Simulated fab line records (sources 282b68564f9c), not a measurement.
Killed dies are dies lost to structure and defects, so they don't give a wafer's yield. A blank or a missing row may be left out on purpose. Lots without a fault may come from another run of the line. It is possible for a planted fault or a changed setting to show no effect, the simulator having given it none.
The tool behind it: which one?	flow ritCmos	13 lots with 39 wafers sampled at 6 steps, on a route of 202 steps

== WHAT THE GAUGES SHOWED, per wafer ==
RIT_NRETRO_OVL_MEAS_06.
lot	measured	on	NRETRO_OVL (nm)
L354	day 2 07:58	overlay-02	-1.9 -2.7 -4.0
L355	day 2 12:13	overlay-02	0.2 -3.3 -2.5
L358	day 3 03:20	overlay-01	-1.7 -1.9 -1.2
L359	day 3 08:17	overlay-01	-1.5 -1.0 -2.3
L360	day 3 13:30	overlay-02	0.7 -1.7 -1.3
L361	day 3 17:35	overlay-02	-1.0 0.1 -0.3
L363	day 4 03:28	overlay-02	-0.1 0.3 0.8
L364	day 4 09:33	overlay-02	0.7 0.2 -1.3
L365	day 4 14:04	overlay-02	0.9 1.1 -0.2
L366	day 4 20:02	overlay-02	-0.4 -0.2 0.4
L369	day 5 09:14	overlay-02	-0.7 0.4 -1.2
L375	day 6 15:20	overlay-01	-0.5 0.5 -1.6
L376	day 6 22:58	overlay-01	-1.6 -0.8 0.2

RIT_GATE_OVL_MEAS_17.
lot	measured	on	GATE_OVL (nm)
L354	day 2 16:49	overlay-02	1.1 0.5 1.2
L355	day 2 19:04	overlay-02	0.9 1.9 2.6
L358	day 3 12:43	overlay-01	2.0 1.3 0.3
L359	day 3 15:16	overlay-02	1.8 1.2 0.5
L360	day 3 22:44	overlay-01	-0.8 -1.3 0.2
L361	day 4 00:28	overlay-01	-0.9 -1.7 -1.4
L363	day 4 13:22	overlay-01	0.9 0.7 -1.1
L364	day 4 17:14	overlay-02	0.3 -0.7 -0.8
L365	day 4 22:40	overlay-02	0.1 1.4 -0.7
L366	day 5 07:38	overlay-02	0.9 0.6 0.8
L369	day 5 17:34	overlay-01	1.3 0.0 -1.8
L375	day 7 00:46	overlay-01	2.1 1.1 1.7
L376	day 7 10:50	overlay-02	1.5 -0.5 0.1

RIT_M1_RS_MEAS_01: measurement is done with a four-point probe.
lot	measured	on	M1_AL_RS (ohm/sq)
L354	day 3 08:47	filmMetro-01	0.0726 0.0742 0.0734
L355	day 3 11:51	filmMetro-04	0.0728 0.0740 0.0740
L358	day 4 06:17	filmMetro-02	0.0733 0.0738 0.0742
L359	day 4 08:04	filmMetro-01	0.0725 0.0725 0.0727
L360	day 4 15:05	filmMetro-02	0.0731 0.0740 0.0746
L361	day 4 17:58	filmMetro-02	0.0735 0.0736 0.0740
L363	day 5 07:23	filmMetro-02	0.0736 0.0739 0.0745
L364	day 5 09:17	filmMetro-01	0.0733 0.0724 0.0732
L365	day 5 16:37	filmMetro-01	0.0733 0.0730 0.0722
L366	day 5 23:43	filmMetro-01	0.0723 0.0737 0.0731
L369	day 6 10:10	filmMetro-04	0.1068 0.0747 0.0734
L375	day 7 20:23	filmMetro-04	0.0750 0.0745 0.0745
L376	day 8 04:52	filmMetro-01	0.0729 0.0733 0.0731

RIT_M1_THK_MEAS_02: measures by xrf.
lot	measured	on	M1_AL_THK (nm)
L354	day 3 08:54	filmMetro-01	406 396 402
L355	day 3 11:58	filmMetro-04	402 396 397
L358	day 4 06:24	filmMetro-02	400 399 395
L359	day 4 08:11	filmMetro-01	412 408 410
L360	day 4 15:13	filmMetro-02	402 398 397
L361	day 4 18:05	filmMetro-02	399 401 395
L363	day 5 07:30	filmMetro-02	399 398 391
L364	day 5 09:24	filmMetro-01	403 409 406
L365	day 5 16:44	filmMetro-01	402 405 412
L366	day 5 23:50	filmMetro-01	408 403 406
L369	day 6 10:16	filmMetro-04	279 394 402
L375	day 7 20:30	filmMetro-04	393 396 393
L376	day 8 04:59	filmMetro-01	406 406 407

== WHICH TOOL RAN EACH LOT (tool, then ch and the chambers of the sampled wafers, then the start) ==
lot	RIT_SILICIDE_RTA_06	RIT_M1_SPUTTER_00
L354	rtpAnneal-02 ch 0, day 3 06:03	pvdSputter-04, day 3 08:29
L355	rtpAnneal-01 ch 0, day 3 09:04	pvdSputter-01, day 3 11:32
L358	rtpAnneal-02 ch 0, day 4 03:42	pvdSputter-01, day 4 05:59
L359	rtpAnneal-01 ch 0, day 4 05:22	pvdSputter-03, day 4 07:47
L360	rtpAnneal-02 ch 0, day 4 12:14	pvdSputter-01, day 4 14:48
L361	rtpAnneal-01 ch 0, day 4 15:13	pvdSputter-03, day 4 17:40
L363	rtpAnneal-01 ch 0, day 5 04:48	pvdSputter-01, day 5 07:05
L364	rtpAnneal-02 ch 0, day 5 06:42	pvdSputter-04, day 5 08:59
L365	rtpAnneal-01 ch 0, day 5 13:53	pvdSputter-01, day 5 16:20
L366	rtpAnneal-02 ch 0, day 5 21:05	pvdSputter-03, day 5 23:25
L369	rtpAnneal-01 ch 0, day 6 07:32	pvdSputter-01, day 6 09:50
L375	rtpAnneal-01 ch 0, day 7 17:48	pvdSputter-04, day 7 20:05
L376	rtpAnneal-02 ch 0, day 8 02:10	pvdSputter-03, day 8 04:35
- RIT_SILICIDE_RTA_06: time 10 s, ramp up 5 s, ramp down 10 s.
- RIT_M1_SPUTTER_00: material Al, target thk 400 nm, time 500 s.

== WHAT THE TOOLS THEMSELVES READ (means of the sampled wafers that have a number; where no wafer has one, the mark that the record gives instead) ==
RIT_SILICIDE_RTA_06.
lot	tool	wafer_temp_C_max
L354	rtpAnneal-02	752.9
L355	rtpAnneal-01	753.1
L358	rtpAnneal-02	753.5
L359	rtpAnneal-01	753.1
L360	rtpAnneal-02	752.9
L361	rtpAnneal-01	753.3
L363	rtpAnneal-01	753.0
L364	rtpAnneal-02	753.0
L365	rtpAnneal-01	753.4
L366	rtpAnneal-02	753.8
L369	rtpAnneal-01	753.8
L375	rtpAnneal-01	753.0
L376	rtpAnneal-02	753.8

RIT_M1_SPUTTER_00.
lot	tool	cathodeDcPowerW (W)	throttleValvePct (%)
L354	pvdSputter-04	2000.1	29.8
L355	pvdSputter-01	2000.2	29.7
L358	pvdSputter-01	1999.8	29.6
L359	pvdSputter-03	1999.7	28.9
L360	pvdSputter-01	2000.1	30.0
L361	pvdSputter-03	2000.3	30.6
L363	pvdSputter-01	1999.9	30.6
L364	pvdSputter-04	1999.8	29.9
L365	pvdSputter-01	2000.2	29.3
L366	pvdSputter-03	2000.3	29.4
L369	pvdSputter-01	2000.1	30.2
L375	pvdSputter-04	2000.1	30.0
L376	pvdSputter-03	1999.6	29.3

== THE ANSWER, worked out from the rows above alone ==
Rule: the usual values come from the lots themselves. Put in order of their means at a reading, lots are off if they are a third of the lots or fewer, leave a main group of 4 or more, and stand apart from it by a gap of 3 or more times the standard deviation of the main group's means; of several such gaps the widest counts. If all means in a main group match to the digits the tables above print for the reading, that group is not used. Also off: a lot with no number at a reading for which 4 or more lots have one. All remaining lots with rows at the step are treated as sound. The gauges are gone through in route order, then the tools' own readings, and for those a lot's mean is taken as printed above. At the first step where some lot is off, the reading lying furthest off is the one used; lots without a number count as furthest.
Off: L369, seen at RIT_M1_RS_MEAS_01 (M1_AL_RS). The main group: mean 0.0735 ohm/sq, standard deviation 0.00057.
A tool fits if, at a process step before that reading, it ran every lot that is off, and no sound lot after the first of them. The gauges at RIT_M1_RS_MEAS_01 are tried like those tools. One candidate fits, namely pvdSputter-01 at RIT_M1_SPUTTER_00. Its last sound lot is L365 (day 5 16:20), its first lot that is off L369 (day 6 09:50): a fault that began between those two fits.

== WHAT WAS PUT IN BY THE SIMULATOR ==
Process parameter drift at RIT_M1_SPUTTER_00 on pvdSputter-01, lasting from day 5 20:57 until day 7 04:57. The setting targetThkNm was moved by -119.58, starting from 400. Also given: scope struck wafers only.
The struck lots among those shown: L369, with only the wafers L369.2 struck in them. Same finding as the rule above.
